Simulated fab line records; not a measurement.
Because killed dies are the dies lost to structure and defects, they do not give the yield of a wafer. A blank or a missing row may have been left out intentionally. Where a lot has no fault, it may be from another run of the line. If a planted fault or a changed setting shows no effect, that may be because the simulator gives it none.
Check for tools in common    flow berkeley cmos170    16 lots, 48 wafers sampled

== WHY THIS WAS OPENED ==
Of 16 lots, 4 have the reading ACTIVE_OVL flagged at UCB170_ACTIVE_OVL_MEAS_14. No-fault wafers: -2 nm, standard deviation 5.6.
Rule: a lot gets a flag if all its wafers with a number sit over 4 standard deviations from that mean, or if no wafer of it has a number. As for the other lots, they are considered sound.

lot   measured     on          ACTIVE_OVL (nm), wafer by wafer  flag
L385  day 4 15:10  overlay-02  3 8 5                            
L386  day 4 18:16  overlay-02  -5 -4 -4                         
L387  day 5 01:46  overlay-01  -3 -13 -6                        
L391  day 5 16:16  overlay-01  1 -4 -5                          
L389  day 5 16:49  overlay-02  -4 2 1                           
L390  day 5 17:05  overlay-01  -1 3 -3                          
L392  day 6 10:44  overlay-02  1 -4 2                           
L394  day 6 14:59  overlay-01  -7 4 -3                          
L393  day 6 15:07  overlay-02  5 -3 5                           
L395  day 6 20:33  overlay-02  -210 -221 -216                   FLAGGED
L396  day 6 20:48  overlay-01  1 -1 6                           
L399  day 7 03:31  overlay-02  6 -5 2                           
L398  day 7 03:52  overlay-01  -222 -217 -211                   FLAGGED
L401  day 8 00:09  overlay-01  -228 -217 -215                   FLAGGED
L402  day 8 00:26  overlay-01  -210 -224 -216                   FLAGGED
L406  day 8 15:27  overlay-01  4 -12 -5                         
The numbers of the flagged lots are -217 nm on average: -215 nm against the usual, or -38 standard deviations.

== TOOL THAT RAN EACH LOT ==
The record holds 1 process step before the reading, out of a route of 331 steps. Cell contents, in order: the tool; ch with the chambers the sampled wafers went through; the start.
lot   flag     UCB170_ACTIVE_EXPOSE_10
L385           krf scanner-02 ch 0, day 4 14:37
L386           krf scanner-02 ch 0, day 4 17:45
L387           krf scanner-02 ch 0, day 5 01:16
L391           krf scanner-02 ch 0, day 5 15:33
L389           krf scanner-01 ch 0, day 5 15:59
L390           krf scanner-02 ch 0, day 5 16:15
L392           krf scanner-02 ch 0, day 6 09:49
L394           krf scanner-01 ch 0, day 6 14:29
L393           krf scanner-01 ch 0, day 6 14:37
L395  FLAGGED  krf scanner-02 ch 0, day 6 19:53
L396           krf scanner-01 ch 0, day 6 20:08
L399           krf scanner-01 ch 0, day 7 02:55
L398  FLAGGED  krf scanner-02 ch 0, day 7 03:22
L401  FLAGGED  krf scanner-02 ch 0, day 7 23:22
L402  FLAGGED  krf scanner-02 ch 0, day 7 23:31
L406           krf scanner-01 ch 0, day 8 14:36
What these steps do:
- UCB170_ACTIVE_EXPOSE_10: exposes mask ACTIVE, target cd 1200 nm.
- UCB170_ACTIVE_OVL_MEAS_14

== FLAGGED OVER TOTAL, TOOL BY TOOL (the gauges that took the reading come last) ==
step                       tool            lots run  flagged  share of the flagged lots  sound lots run after its first flagged lot
UCB170_ACTIVE_EXPOSE_10    krf scanner-01  6         0        none                       -
UCB170_ACTIVE_EXPOSE_10    krf scanner-02  10        4        all                        0
UCB170_ACTIVE_OVL_MEAS_14  overlay-01      9         3        some                       1 (L406)
UCB170_ACTIVE_OVL_MEAS_14  overlay-02      7         1        some                       1 (L399)

== WHAT THE TABLE PERMITS ==
Rows of the table that ran each flagged lot: 1, that is krf scanner-02 at UCB170_ACTIVE_EXPOSE_10.
- krf scanner-02 at UCB170_ACTIVE_EXPOSE_10 ran 10 lots, 4 of them flagged. Last sound lot L392 at day 6 09:49, first flagged lot L395 at day 6 19:53; a fault beginning in between fits.
Left over: one tool, krf scanner-02 at UCB170_ACTIVE_EXPOSE_10.

== WHAT THE SIMULATOR HAD INSERTED ==
Scanner matching overlay: krf scanner-02, from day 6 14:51 on, at UCB170_ACTIVE_EXPOSE_10. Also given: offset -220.
Struck lots among those shown: L395, L398, L401, L402. The rule given above showed the same thing.
